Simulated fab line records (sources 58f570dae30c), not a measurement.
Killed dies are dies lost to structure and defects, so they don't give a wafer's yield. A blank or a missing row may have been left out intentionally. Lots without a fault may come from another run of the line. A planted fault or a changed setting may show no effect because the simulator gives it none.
The tool behind it: which one? -- flow berkeleyCmos170 -- 15 lots with 45 wafers sampled at 5 steps, on a route of 331 steps

== WHAT EACH GAUGE READ, for each wafer ==
UCB170_PSD_OVL_MEAS_07.
lot,measured,on,PSD_OVL (nm)
L393,day 6 16:41,overlay-02,1 6 5
L395,day 6 16:54,overlay-01,17 7 11
L394,day 6 17:11,overlay-01,14 8 9
L396,day 7 01:04,overlay-02,0 -1 -5
L398,day 7 11:20,overlay-01,-4 2 -8
L397,day 7 11:38,overlay-01,9 1 10
L400,day 7 17:06,overlay-01,3 -2 -5
L399,day 7 17:26,overlay-02,6 -1 8
L401,day 8 08:56,overlay-02,6 3 8
L405,day 8 14:02,overlay-02,-3 -3 3
L406,day 9 12:52,overlay-02,-5 3 -2
L407,day 9 17:16,overlay-01,6 -1 5
L409,day 10 01:14,overlay-02,-4 -5 0
L410,day 10 01:29,overlay-01,5 3 9
L416,day 11 03:19,overlay-02,9 7 -5

UCB170_NSD_OVL_MEAS_07.
lot,measured,on,NSD_OVL (nm)
L393,day 6 18:58,overlay-02,6 1 4
L395,day 6 19:14,overlay-01,5 2 4
L394,day 6 19:31,overlay-01,5 0 0
L396,day 7 03:24,overlay-01,7 2 -4
L398,day 7 12:49,overlay-02,0 -12 -2
L397,day 7 13:14,overlay-01,4 1 2
L400,day 7 20:17,overlay-01,0 3 -2
L399,day 7 20:34,overlay-01,13 14 9
L401,day 8 10:32,overlay-01,14 5 17
L405,day 8 16:24,overlay-01,1 3 5
L406,day 9 15:07,overlay-02,5 4 7
L407,day 9 19:57,overlay-02,4 0 1
L409,day 10 02:47,overlay-01,6 16 8
L410,day 10 03:10,overlay-01,1 4 4
L416,day 11 05:18,overlay-01,10 8 7

UCB170_SILICIDE_RS_MEAS_02: the measuring method here is four-point-probe.
lot,measured,on,SILICIDE_TI_RS (ohm/sq)
L393,day 6 21:08,filmMetro-01,25.9 26.4 26.5
L395,day 6 21:25,filmMetro-04,26.4 26.6 26.5
L394,day 6 21:34,filmMetro-01,26.4 26.7 26.7
L396,day 7 05:21,filmMetro-04,25.8 26.4 25.8
L398,day 7 14:46,filmMetro-04,26.7 26.6 26.5
L397,day 7 15:14,filmMetro-04,27.0 26.8 26.3
L400,day 7 22:14,filmMetro-04,26.5 26.4 26.7
L399,day 7 22:40,filmMetro-01,26.1 26.5 26.2
L401,day 8 14:14,filmMetro-03,25.6 26.2 26.5
L405,day 8 18:32,filmMetro-03,26.8 26.4 26.2
L406,day 9 17:24,filmMetro-01,26.4 26.5 26.2
L407,day 9 22:14,filmMetro-04,26.0 25.6 25.9
L409,day 10 04:59,filmMetro-01,26.3 26.7 26.5
L410,day 10 05:10,filmMetro-03,26.0 26.0 25.9
L416,day 11 07:34,filmMetro-04,26.3 26.5 26.4

UCB170_V1_THK_MEAS_04.
lot,measured,on,V1_POLISHED_THK (nm)
L393,day 7 10:09,filmMetro-04,1001.1 999.1 999.7
L395,day 7 10:26,filmMetro-04,999.6 1001.7 1001.1
L394,day 7 10:44,filmMetro-03,1001.4 1001.1 1001.9
L396,day 7 18:01,filmMetro-03,998.7 999.4 998.6
L398,day 8 04:20,filmMetro-02,998.6 999.7 1000.3
L397,day 8 04:19,filmMetro-03,999.2 999.9 1000.4
L400,day 8 11:17,filmMetro-03,998.0 924.4 998.8
L399,day 8 11:00,filmMetro-02,1001.4 926.0 998.7
L401,day 9 01:39,filmMetro-03,999.4 999.7 925.4
L405,day 9 05:17,filmMetro-04,999.2 1001.2 998.8
L406,day 10 07:11,filmMetro-04,1000.4 1000.1 1000.2
L407,day 10 11:37,filmMetro-03,1000.0 1000.9 1001.2
L409,day 10 16:43,filmMetro-03,999.1 1002.0 999.4
L410,day 10 17:01,filmMetro-03,999.5 998.2 1000.2
L416,day 11 21:22,filmMetro-02,1002.0 997.9 1001.4

== TOOL THAT RAN EACH LOT (tool first, then ch and the chambers of the sampled wafers, then the start) ==
lot,UCB170_V1_CMP_02
L393,"cmp-02 ch 1,3, day 7 09:43"
L395,"cmp-02 ch 0,2,3, day 7 10:07"
L394,"cmp-02 ch 0,3, day 7 10:19"
L396,"cmp-02 ch 1,2,3, day 7 17:39"
L398,"cmp-01 ch 2,3, day 8 03:53"
L397,"cmp-02 ch 0,1,3, day 8 03:53"
L400,"cmp-01 ch 1,2,3, day 8 10:52"
L399,"cmp-01 ch 0,1,2, day 8 10:43"
L401,"cmp-01 ch 1,2,3, day 9 01:16"
L405,"cmp-02 ch 0,1, day 9 04:54"
L406,"cmp-02 ch 0,2,3, day 10 06:49"
L407,"cmp-02 ch 0,1,2, day 10 11:14"
L409,"cmp-02 ch 0,1,3, day 10 16:27"
L410,"cmp-02 ch 1,3, day 10 16:39"
L416,"cmp-02 ch 2,3, day 11 20:55"
- UCB170_V1_CMP_02: polishes SiO2.

== WHAT THE TOOLS THEMSELVES READ (means of the sampled wafers that have a number; where no wafer has one, the mark that the record gives instead) ==
UCB170_V1_CMP_02.
lot,tool,motorCurrentA (A)
L393,cmp-02,14.4
L395,cmp-02,15.7
L394,cmp-02,15.3
L396,cmp-02,15.2
L398,cmp-01,18.1
L397,cmp-02,15.7
L400,cmp-01,16.7
L399,cmp-01,16.4
L401,cmp-01,17.0
L405,cmp-02,17.5
L406,cmp-02,16.2
L407,cmp-02,16.7
L409,cmp-02,16.5
L410,cmp-02,15.8
L416,cmp-02,13.7

== THE ANSWER, worked out from the rows above alone ==
Rule: usual is defined by the lots themselves. Put in order of their means at a reading, lots are off if they are a third of the lots or fewer, leave a main group of 4 or more, and stand apart from it by a gap of 3 or more times the standard deviation of the main group's means; of several such gaps the widest counts. If all means in a main group match to the digits the tables above print for the reading, that group is not used. Also off: a lot with no number at a reading for which 4 or more lots have one. Where the step has rows for the other lots, those lots are counted as sound. Order of review: gauges by route order, followed by the tools' own readings, for which a lot's mean as printed above is used. The first step at which some lot is off is used, and at that step the reading that is off furthest; a lot without a number counts as furthest.
Off: at UCB170_V1_THK_MEAS_04 (V1_POLISHED_THK), L400, L399, L401. For the main group the mean is 1000.1 nm and the standard deviation 0.68.
A tool fits if, at a process step before that reading, it ran every lot that is off, and no sound lot after the first of them. The gauges at UCB170_V1_THK_MEAS_04 are tried like those tools. One fits: UCB170_V1_CMP_02 on cmp-01. A fault onset in the window from L398 (day 8 03:53, its last sound lot) to L399 (day 8 10:43, its first lot off) fits.

== WHAT THE SIMULATOR HAD PUT IN ==
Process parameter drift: cmp-01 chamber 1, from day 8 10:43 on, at UCB170_V1_CMP_02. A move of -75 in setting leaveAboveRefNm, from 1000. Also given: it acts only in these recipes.
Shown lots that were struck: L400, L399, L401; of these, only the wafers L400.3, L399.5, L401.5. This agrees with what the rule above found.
